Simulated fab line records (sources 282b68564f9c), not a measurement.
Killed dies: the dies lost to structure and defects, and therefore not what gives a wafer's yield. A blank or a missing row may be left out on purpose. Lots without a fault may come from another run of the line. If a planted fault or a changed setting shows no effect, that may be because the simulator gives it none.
Split-lot experiment -- flow ritCmos -- 23 wafers read across 5 lots, on a route 202 steps long

== THE SPLIT ITSELF ==
At RIT_SDANNEAL_CLEAN_01 (cleans in dHF, time 30 s), the setting timeS was moved away from the recipe's 30 s on 15 of the 23 wafers read, by -9.3% to +9.7%. All remaining wafers had this setting at the recipe value.

Reading taken at the split's own step.

== THE READING ==
SiO2_of_FOX2_OXIDATION_00.thkNm (the simulator's own value, which no gauge read), in nm, at RIT_SDANNEAL_CLEAN_01 (cleans in dHF, time 30 s). There is no usual value for it anywhere in the file. Across the 8 wafers here that went through the recipe, the average is 160.2 nm and the standard deviation 9.1 nm.

wafer,"tool, chamber at the split","timeS as run, s",against the recipe,"SiO2_of_FOX2_OXIDATION_00.thkNm, nm",against lot-mates on the recipe
L076.1,"-, -",27.22,-9.3%,170.5,no lot-mate on the recipe
L076.2,"-, -",27.22,-9.3%,173.2,no lot-mate on the recipe
L076.3,"-, -",27.22,-9.3%,157.5,no lot-mate on the recipe
L076.5,"-, -",27.22,-9.3%,171.1,no lot-mate on the recipe
L076.6,"-, -",27.22,-9.3%,168.5,no lot-mate on the recipe
L079.1,"-, -",32.92,+9.7%,125.2,no lot-mate on the recipe
L079.3,"-, -",32.92,+9.7%,126.5,no lot-mate on the recipe
L079.4,"-, -",32.92,+9.7%,126.8,no lot-mate on the recipe
L079.5,"-, -",32.92,+9.7%,125.1,no lot-mate on the recipe
L079.6,"-, -",32.92,+9.7%,126,no lot-mate on the recipe
L078.1,"-, -",27.45,-8.5%,194.6,no lot-mate on the recipe
L078.2,"-, -",27.45,-8.5%,194.2,no lot-mate on the recipe
L078.3,"-, -",27.45,-8.5%,190.2,no lot-mate on the recipe
L078.5,"-, -",27.45,-8.5%,182.3,no lot-mate on the recipe
L078.6,"-, -",27.45,-8.5%,196.6,no lot-mate on the recipe
L084.2,"wetBench-03, 0",30,recipe,169.1,-
L084.4,"wetBench-03, 0",30,recipe,174.6,-
L084.5,"wetBench-03, 0",30,recipe,170.6,-
L085.1,"-, -",30,recipe,150.9,-
L085.2,"-, -",30,recipe,151.3,-
L085.3,"-, -",30,recipe,155.3,-
L085.4,"-, -",30,recipe,158.7,-
L085.5,"-, -",30,recipe,151.1,-

FIT RESULTS
A straight line over all 23 wafers: SiO2_of_FOX2_OXIDATION_00.thkNm changes by -2.79 nm for each +1% of timeS; r = -0.88; the points scatter about the line by 11 nm.
Too few moved wafers have a lot-mate on the recipe to fit a line with each lot's own level taken away.

== THE FILE'S OWN FIT ==
SiO2_of_FOX2_OXIDATION_00.thkNm changes by -2.79 nm for each +1% of timeS, r = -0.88.
